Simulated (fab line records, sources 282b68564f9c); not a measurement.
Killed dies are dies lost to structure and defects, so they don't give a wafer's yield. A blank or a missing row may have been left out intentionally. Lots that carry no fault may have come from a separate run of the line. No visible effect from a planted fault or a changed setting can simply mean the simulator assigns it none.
A lot that was struck, set against a sound lot + flow rit cmos + 20 steps out of a route of 202
Sound: wafers L719.1, L719.5, L719.6. Struck: wafers L729.4, L729.5, L729.6. The cause comes at the end.
Order at every step that has rows: each side's tool, ch and its chambers, its first start. Under that, the readings that differ: sound wafers + struck wafers + difference of the means + sigmas: that difference in standard deviations of wafers without a fault.
alike: words and numbers the same on both sides, and readings whose means are apart by under 2 such deviations; not compared: readings that were withheld, readings missing a value for some wafer, numbers with overlapping values and no deviation given by the record, and bounds like >300 which may hide the same value.
A row with sigmas, a row that says differs or no value, or rows on one side alone: a step with any of these is where the two part. When numbers do not overlap yet have no deviation, they are printed without sigmas and do not part them. A reading that every wafer of one side lacks parts them only if that side has two wafers or more.

first, 2 steps without rows for these wafers: RIT_NWELL_HARDBAKE_07 (time 120 s); RIT_NWELL_IMPLANT_08.
RIT_NWELL_STRIP_09: strips in O2, time 180 s.
  sound on plasma asher-01 ch 0,1, day 2 18:10; struck on plasma asher-01 ch 0,1, day 4 20:49
  alike: drypump motor current A
  not compared: rf hours counter h
RIT_NWELL_TW_MEAS_10:
  struck on film metro-04, day 4 20:58; sound on film metro-03, day 2 18:21
| reading  | sound          | struck         | difference | sigmas |
|----------|----------------|----------------|------------|--------|
| NWELL_TW | 2098 2110 2106 | 2142 2131 2137 | +32        | +2     |
then, 6 steps without rows for these wafers: RIT_PWELL_HMDS_00 (prime time 60 s); RIT_PWELL_COAT_01 (resist thk 1300 nm); RIT_PWELL_SOFTBAKE_02 (time 60 s); RIT_PWELL_EXPOSE_03 (exposes mask M3, target cd 43700 nm); RIT_PWELL_PEB_04; RIT_PWELL_DEVELOP_05 (develop time 68 s).
RIT_PWELL_OVL_MEAS_06:
  struck on overlay-01, day 4 21:54; sound on overlay-01, day 2 19:17
| reading        | sound          | struck         | difference | sigmas |
|----------------|----------------|----------------|------------|--------|
| PWELL_OVL (nm) | -1.0 -0.5 -1.2 | -2.3 -4.3 -3.3 | -2.4       | -2     |
then, 1 step without rows for these wafers: RIT_PWELL_HARDBAKE_07 (time 120 s).
RIT_PWELL_IMPLANT_08:
  sound on implanter-01 ch 0, day 2 19:34; struck on implanter-03 ch 0, day 4 22:14
| reading            | sound                         | struck                           | difference  | sigmas      |
|--------------------|-------------------------------|----------------------------------|-------------|-------------|
| dose ions cm2      | 6.998e+13 6.996e+13 7.004e+13 | 1.0104e+14 1.0093e+14 1.0095e+14 | +3.0980e+13 | +99 or more |
| faraday current uA | 220 217 225                   | 331 311 326                      | +102        | +23         |
RIT_PWELL_STRIP_09: strips in O2, time 180 s.
  sound on plasma asher-02 ch 0,1, day 2 19:43; struck on plasma asher-03 ch 0,1, day 4 22:22
  alike: drypump motor current A
  not compared: rf hours counter h
RIT_PWELL_TW_MEAS_10:
  struck on film metro-03, day 4 22:31; sound on film metro-02, day 2 19:54
| reading  | sound       | struck         | difference | sigmas |
|----------|-------------|----------------|------------|--------|
| PWELL_TW | 938 942 942 | 1055 1055 1056 | +115       | +17    |
then, 1 step without rows for these wafers: RIT_WELLDRIVE_ANNEAL_00 (time 14700 s).
RIT_WELLDRIVE_RS_MEAS_01: uses a four-point probe to measure.
  struck on film metro-03, day 5 03:41; sound on film metro-02, day 3 01:02
  alike: NWELL_RS
RIT_WELLDRIVE_RS_MEAS_02: uses a four-point probe to measure.
  struck on film metro-03, day 5 03:49; sound on film metro-02, day 3 01:10
| reading           | sound             | struck            | difference | sigmas |
|-------------------|-------------------|-------------------|------------|--------|
| PWELL_RS (ohm/sq) | 431.6 431.6 430.3 | 341.7 342.6 342.5 | -88.9      | -74    |
then, 1 step without rows for these wafers: RIT_NRETRO_HMDS_00 (prime time 60 s).
RIT_M1_PROBE_99:
  struck on prober-02, day 6 09:09; sound on prober-02, day 4 05:41
| reading                             | sound             | struck            | difference | sigmas |
|-------------------------------------|-------------------|-------------------|------------|--------|
| model.etest.nmos_0p3.r on ohm um    | 2129 2104 2154    | 2519 2496 2534    | +387       |        |
| model.etest.nmos_0p15.r on ohm um   | 1119 1080 1125    | 1314 1294 1278    | +187       |        |
| model.etest.pwell pinched.rs ohm sq | 463.6 460.1 463.3 | 363.1 360.9 357.8 | -101.7     |        |
| model.etest.pwell.rs ohm sq         | 411.4 417.5 411.7 | 328.1 327.1 326.1 | -86.4      |        |
| model.etest.nmos turned.drive ua um | 339.2 333.8 328   | 241.2 240 247.3   | -90.8      |        |
| model.etest.nmos_0p15.drive ua um   | 478.8 469.7 462   | 374 378.6 374.1   | -95        |        |
| model.etest.nmos narrow.drive ua um | 230.7 230.2 225.6 | 170.9 175.2 169.2 | -57.1      |        |
| model.etest.nmos_0p3.drive ua um    | 226.9 225.6 222.2 | 176.2 176.8 170.9 | -50.3      |        |
  alike: killed at contacts, killed at front end, killed dies, killed open, killed short

== WHERE THEY PART ==
Earliest at RIT_NWELL_TW_MEAS_10; latest, in this record, at RIT_WELLDRIVE_RS_MEAS_02. Later steps at which nothing parts them and some readings are alike: RIT_M1_PROBE_99.

WHY: the cause the simulator had injected
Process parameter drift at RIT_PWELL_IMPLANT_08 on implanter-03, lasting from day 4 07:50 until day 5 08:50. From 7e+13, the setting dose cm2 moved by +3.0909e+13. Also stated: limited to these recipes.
